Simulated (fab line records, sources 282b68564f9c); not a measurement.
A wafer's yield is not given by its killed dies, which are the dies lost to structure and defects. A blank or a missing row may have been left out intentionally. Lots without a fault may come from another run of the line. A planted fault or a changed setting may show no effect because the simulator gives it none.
What tool caused it?    flow rit cmos    Sampling: 14 lots, 42 wafers, 3 of 202 route steps

== WHAT THE GAUGES READ, wafer by wafer ==
RIT_GATE_CD_MEAS_16: target cd 150 nm.
lot   measured     on         cd nm (nm)
L933  day 3 00:06  cd sem-02  145 146 148
L935  day 3 12:47  cd sem-01  149 151 150
L937  day 3 15:18  cd sem-02  152 154 152
L939  day 4 02:26  cd sem-02  154 155 153
L940  day 4 07:08  cd sem-01  148 147 147
L941  day 4 15:58  cd sem-01  149 152 149
L944  day 5 03:47  cd sem-02  150 151 148
L947  day 5 16:19  cd sem-01  147 149 148
L948  day 5 23:31  cd sem-02  156 159 158
L949  day 6 07:26  cd sem-02  151 150 153
L950  day 6 08:46  cd sem-02  153 152 152
L952  day 6 20:19  cd sem-01  147 148 149
L955  day 7 08:53  cd sem-02  147 149 148
L956  day 7 17:20  cd sem-01  149 145 147

RIT_GATE_CD_MEAS_90: target cd 150 nm.
lot   measured     on         cd nm (nm)
L933  day 3 00:58  cd sem-02  145 146 148
L935  day 3 13:23  cd sem-02  149 151 150
L937  day 3 15:53  cd sem-02  152 154 152
L939  day 4 03:02  cd sem-01  154 155 153
L940  day 4 07:43  cd sem-02  148 147 147
L941  day 4 16:34  cd sem-01  149 152 148
L944  day 5 04:22  cd sem-01  150 150 148
L947  day 5 16:56  cd sem-02  147 149 148
L948  day 6 00:07  cd sem-01  156 159 157
L949  day 6 08:01  cd sem-01  151 150 153
L950  day 6 09:22  cd sem-01  153 153 152
L952  day 6 20:55  cd sem-01  147 148 149
L955  day 7 09:28  cd sem-01  147 149 149
L956  day 7 17:59  cd sem-02  149 145 146

RIT_PSD_OVL_MEAS_06.
lot   measured     on          PSD_OVL (nm)
L933  day 3 13:04  overlay-01  1.2 -0.1 -0.6
L935  day 4 00:35  overlay-01  0.7 0.2 1.4
L937  day 4 04:32  overlay-02  0.0 0.7 -0.3
L939  day 4 15:17  overlay-02  -1.0 -1.1 -2.9
L940  day 4 20:56  overlay-02  -0.6 0.9 2.0
L941  day 5 03:32  overlay-02  -0.6 -1.0 2.1
L944  day 5 16:51  overlay-02  -2.0 0.6 0.4
L947  day 6 07:25  overlay-01  -0.1 -0.3 1.5
L948  day 6 12:39  overlay-02  -0.4 -0.1 -1.1
L949  day 6 20:32  overlay-02  -0.7 -1.0 -0.8
L950  day 6 23:50  overlay-02  0.3 -2.0 0.3
L952  day 7 08:43  overlay-02  0.2 -0.7 -2.1
L955  day 7 22:27  overlay-02  2.4 1.0 -0.2
L956  day 8 04:56  overlay-01  0.8 1.3 1.0

== TOOL THAT RAN EACH LOT (tool first, then ch and the chambers of the sampled wafers, then the start) ==
The record holds no process step before these readings.

== WHAT THE TOOLS THEMSELVES READ (means of the sampled wafers that have a number; where no wafer has one, the mark that the record gives instead) ==
The record holds no such reading with a usual standard deviation.

== THE ANSWER, worked out from the rows above alone ==
Rule: what is usual is taken from the lots themselves. The widest of any qualifying gaps counts: lots, ordered by their means at a reading, are off when they make up no more than a third of the lots, leave a main group of 4 or more, and stand apart from it by 3 or more times the standard deviation of that group's means. A main group is skipped when, at the precision printed for the reading in the tables above, its means are all equal. A lot without any number at a reading at which 4 lots or more have one is off too. The other lots that the step has rows for count as sound. After the gauges, taken in route order, come the tools' own readings; for these a lot's mean is taken, as printed above. The first step at which some lot is off is used, and at that step the reading that is off furthest; a lot without a number counts as furthest.
Across all readings shown, no lot is off: no conclusion can be drawn from this.

== WHAT THE SIMULATOR PUT IN ==
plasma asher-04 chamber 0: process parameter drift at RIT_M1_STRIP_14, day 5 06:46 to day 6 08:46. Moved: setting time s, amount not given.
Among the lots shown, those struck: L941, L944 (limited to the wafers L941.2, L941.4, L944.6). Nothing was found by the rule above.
